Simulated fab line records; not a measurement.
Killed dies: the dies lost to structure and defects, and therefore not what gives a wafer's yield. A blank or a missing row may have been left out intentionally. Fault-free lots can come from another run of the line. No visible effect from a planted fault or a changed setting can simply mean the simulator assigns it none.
fab line records	flow berkeleyCmos170
[record] lots = 6	wafers = 18	lastDay = 13
route steps=331 shown M3@311
lots that met no fault: taken from a fault-free run of the same line
startH: the number of hours between the record's first day and the start of the first shown wafer of the lot	waitH: hours since the lot's step before	" unchanged from the row above	L1.1+2: several wafers, shown together as one row	- no value present, or no start provided	* or withheld: withheld	< > ~ a bound
route shown NAME@n: NAME is a module with steps in the file, n the number in the route of the first one	usual: the fault-free wafers' mean and standard deviation	same: alike in all rows	chamber/n: place in a boat	sites: readings site by site	_std_site: standard deviation across them	_edge_site: the outer-site mean with the inner-site mean subtracted	radiusMm: for every site, how far away it sits from the centre of the wafer	mask NAME#n: copy n	behind: the last tool/chamber to shape the wafer	hold: why the lot went on hold/how many hours it stayed there/how the hold came to an end	device: the transistor (n, p or np) that didn't switch	end of line: the route-end tests of the same wafers	a step with no rows: only its recipe	killed: dies that structure and defects cost at the first sort, which is not the same as the wafer's yield	map: per-die view of a wafer (x killed, . not killed, _ where there is no die)
set.NAME: setting as actually run; set.NAME@STEP: the setting as run at that earlier step	model.NAME: the simulator's own value behind a step, which no gauge read
certain route steps with their lots: each step a table, each wafer a row
services: when a tool's chamber went out of use (startH, in hours from the record's first day, below 0 if earlier), for how many hours, and the reason
[[steps]]
[step UCB170_M3_RS_MEAS_02]
[recipe] thkMeasGauge = four-point-probe	reads = Al_of_M3_SPUTTER_01
[usual] M3_AL_RS = 0.0322/0.00033
lot.wafer	tool	chamber	startH	waitH	M3_AL_RS[ohm/sq]
L802.2	filmMetro-03	-	213.85	0.1	0.0332
L802.3	"	-	"	"	0.0328
L802.4	"	-	"	"	0.0325
L804.1	filmMetro-02	-	216.69	0.0	0.0319
L804.2	"	-	"	"	0.0319
L804.3	"	-	"	"	0.0322
L806.1	filmMetro-02	-	238.25	0.0	0.0319
L806.2	"	-	"	"	0.0319
L806.3	"	-	"	"	0.0316
L813.1	filmMetro-02	-	256.65	0.0	0.0323
L813.2	"	-	"	"	0.0323
L813.5	"	-	"	"	0.0325
L819.2	filmMetro-02	-	296.42	0.1	0.0322
L819.3	"	-	"	"	0.0322
L819.6	"	-	"	"	0.0319
L820.4	filmMetro-02	-	297.49	0.1	0.0323
L820.5	"	-	"	"	0.0322
L820.6	"	-	"	"	0.0325
[step UCB170_M3_THK_MEAS_03]
[recipe] thkMeasGauge = xrf	reads = Al_of_M3_SPUTTER_01
[usual] M3_AL_THK = 892/9.4
lot.wafer	tool	chamber	startH	waitH	M3_AL_THK[nm]
L802.2	filmMetro-03	-	213.96	0.1	865
L802.3	"	-	"	"	871
L802.4	"	-	"	"	880
L804.1	filmMetro-02	-	216.81	0.1	903
L804.2	"	-	"	"	902
L804.3	"	-	"	"	891
L806.1	filmMetro-02	-	238.37	0.1	905
L806.2	"	-	"	"	903
L806.3	"	-	"	"	903
L813.1	filmMetro-02	-	256.77	0.1	890
L813.2	"	-	"	"	892
L813.5	"	-	"	"	888
L819.2	filmMetro-02	-	296.53	0.1	887
L819.3	"	-	"	"	891
L819.6	"	-	"	"	899
L820.4	filmMetro-02	-	297.58	0.1	888
L820.5	"	-	"	"	887
L820.6	"	-	"	"	882
[step UCB170_M3_HMDS_04]
[recipe] primeTimeS = 60	primeTempC = 100
[step UCB170_M3_COAT_05]
[recipe] resist = KrF	spinRpm = 1500	resistThkNm = 900
[step UCB170_M3_SOFTBAKE_06]
[recipe] resist = KrF	tempC = 130	timeS = 60
[step UCB170_M3_STRIP_07]
[recipe] chemistry = O2	powerW = 400	pressureMtorr = 3500	platenTempC = withheld	o2FlowSccm = 400	overashFraction = 0.5
[usual] drypumpMotorCurrentA = 5.5/0.5	oesProductAu = 0.735/0.0049	stripTimeToEndpointS = 21.94/0.067
lot.wafer	tool	chamber	startH	waitH	drypumpMotorCurrentA	oesProductAu	rfHoursCounterH	stripTimeToEndpointS
L802.2	plasmaAsher-03	0	214.46	0.1	6.7	0.743	49	21.97
L802.3	"	0	"	"	6.7	0.733	-	21.91
L802.4	"	1	"	"	5.4	0.733	-	21.96
L804.1	plasmaAsher-04	1	217.32	0.1	5.8	0.731	11	21.91
L804.2	"	0	"	"	5.2	0.742	11	21.96
L804.3	"	0	"	"	5.1	0.736	-	21.93
L806.1	plasmaAsher-02	0	239.72	0.1	4.9	0.739	46	21.92
L806.2	"	1	"	"	5.6	0.734	46	21.88
L806.3	"	1	"	"	5.7	0.742	-	21.94
L813.1	plasmaAsher-03	0	257.48	0.1	6.7	0.733	55	22.00
L813.2	"	1	"	"	5.4	0.739	55	21.99
L813.5	"	1	"	"	5.4	0.728	-	21.97
L819.2	plasmaAsher-04	0	297.20	0.1	5.1	0.738	21	21.91
L819.3	"	1	"	"	5.7	0.738	-	21.94
L819.6	"	1	"	"	5.7	0.736	-	21.90
L820.4	plasmaAsher-03	0	298.09	0.1	6.7	0.738	-	21.95
L820.5	"	1	"	"	5.4	0.740	-	21.95
L820.6	"	0	"	"	6.7	0.738	-	21.98
[step UCB170_M3_STRIP_08]
[recipe] chemistry = DMSO	tempC = 80	timeS = 600	material = KrF
[step UCB170_M3_COAT_09]
[recipe] resist = BARC	tempC = withheld	timeS = withheld	spinRpm = 3000	resistThkNm = withheld
[step UCB170_M3_COAT_10]
[recipe] resist = KrF	spinRpm = 1500	resistThkNm = 900
[step UCB170_M3_SOFTBAKE_11]
[recipe] resist = KrF	tempC = 130	timeS = 60
[step UCB170_M3_EXPOSE_12]
[recipe] maskId = METAL3	targetCdNm = 700	na = 0.5	sigmaOuter = 0.6	sourceShape = conventional	doseMj = 26
[step UCB170_M3_PEB_13]
[recipe] pebTempC = 130	pebTimeS = withheld	resist = KrF
[step UCB170_M3_DEVELOP_14]
[recipe] developer = TMAH	developTimeS = 45	resist = KrF	devTempC = 21
[usual] chillPlateTempC = 23.02/0.11	developTimeS = 45/0
lot.wafer	tool	chamber	startH	waitH	chillPlateTempC	developTimeS	model.KrF_of_M3_COAT_10.thkNm
L802.2	lithoTrack-04	-	215	-	-	-	897.8
L802.3	"	-	"	"	-	-	898
L802.4	"	-	"	"	-	-	898.3
L804.1	lithoTrack-03	-	221	-	-	-	899.4
L804.2	"	-	"	"	-	-	897.1
L804.3	"	-	"	"	-	-	900.9
L806.1	lithoTrack-04	0	241	-	22.92	45	882.3
L806.2	"	0	"	"	23.13	45	882.9
L806.3	"	0	"	"	22.94	45	882
L813.1	lithoTrack-02	0	259	-	23.00	45	887.5
L813.2	"	0	"	"	23.07	45	889.1
L813.5	"	0	"	"	23.14	45	886.2
L820.4	lithoTrack-04	0	301	-	23.25	45	886.1
L820.5	"	0	"	"	23.14	45	884.4
L820.6	"	0	"	"	23.04	45	883.8
L819.2	lithoTrack-03	0	301	-	23.06	45	883.1
L819.3	"	0	"	"	22.96	45	886.6
L819.6	"	0	"	"	23.04	45	886.1
[step UCB170_M3_CD_MEAS_15]
[recipe] targetCdNm = 700
[usual] cdNm = 700.2/1.4
lot.wafer	tool	chamber	startH	waitH	cdNm
L802.2	cdSem-02	-	215.68	-	-
L802.3	"	-	"	"	-
L802.4	"	-	"	"	-
L804.1	cdSem-02	-	221.13	-	-
L804.2	"	-	"	"	-
L804.3	"	-	"	"	-
L806.1	cdSem-01	-	241.89	-	703.7
L806.2	"	-	"	"	701.8
L806.3	"	-	"	"	702.4
L813.1	cdSem-01	-	259.40	-	700.1
L813.2	"	-	"	"	700.8
L813.5	"	-	"	"	700.3
L820.4	cdSem-01	-	301.77	-	698.9
L820.5	"	-	"	"	700.2
L820.6	"	-	"	"	699.4
L819.2	cdSem-01	-	301.87	-	699.9
L819.3	"	-	"	"	701.8
L819.6	"	-	"	"	699.8
[[services]]
tool	chamber	startH	hours	kind
plasmaAsher-02	-	219.86	14.0	repair
plasmaAsher-02	-	245.80	3.8	pm
plasmaAsher-04	-	281.23	3.3	repair
[[key]]
[firstSign] step = UCB170_M3_DEVELOP_14	reading = toolRecord	direction = missing
effect none on later readings
[modelEffect] step = UCB170_M3_DEVELOP_14	value = KrF_of_M3_COAT_10.thkNm	without = 884.4	struck = 898.6
metAt UCB170_M3_DEVELOP_14
struckWafers L802.2,L802.3,L802.4,L804.1,L804.2,L804.3
laterRowsLeftOut L802.2,L802.3,L802.4,L804.1,L804.2,L804.3
sortLeftOut L802.2,L802.3,L802.4,L804.1,L804.2,L804.3
[fault] kind = skippedStepWhole	tool = lithoTrack-03,lithoTrack-04	chamber = -	onsetH = 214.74	steps = UCB170_M3_DEVELOP_14	scope = struckLotsOnly
// sortLeftOut: the simulated sort isn't trusted on such a fault, so these wafers' sort isn't shown, and their yield isn't known
// laterRowsLeftOut: the simulator's readings of these wafers behind a module that went badly wrong aren't trusted and aren't shown, but for the sort
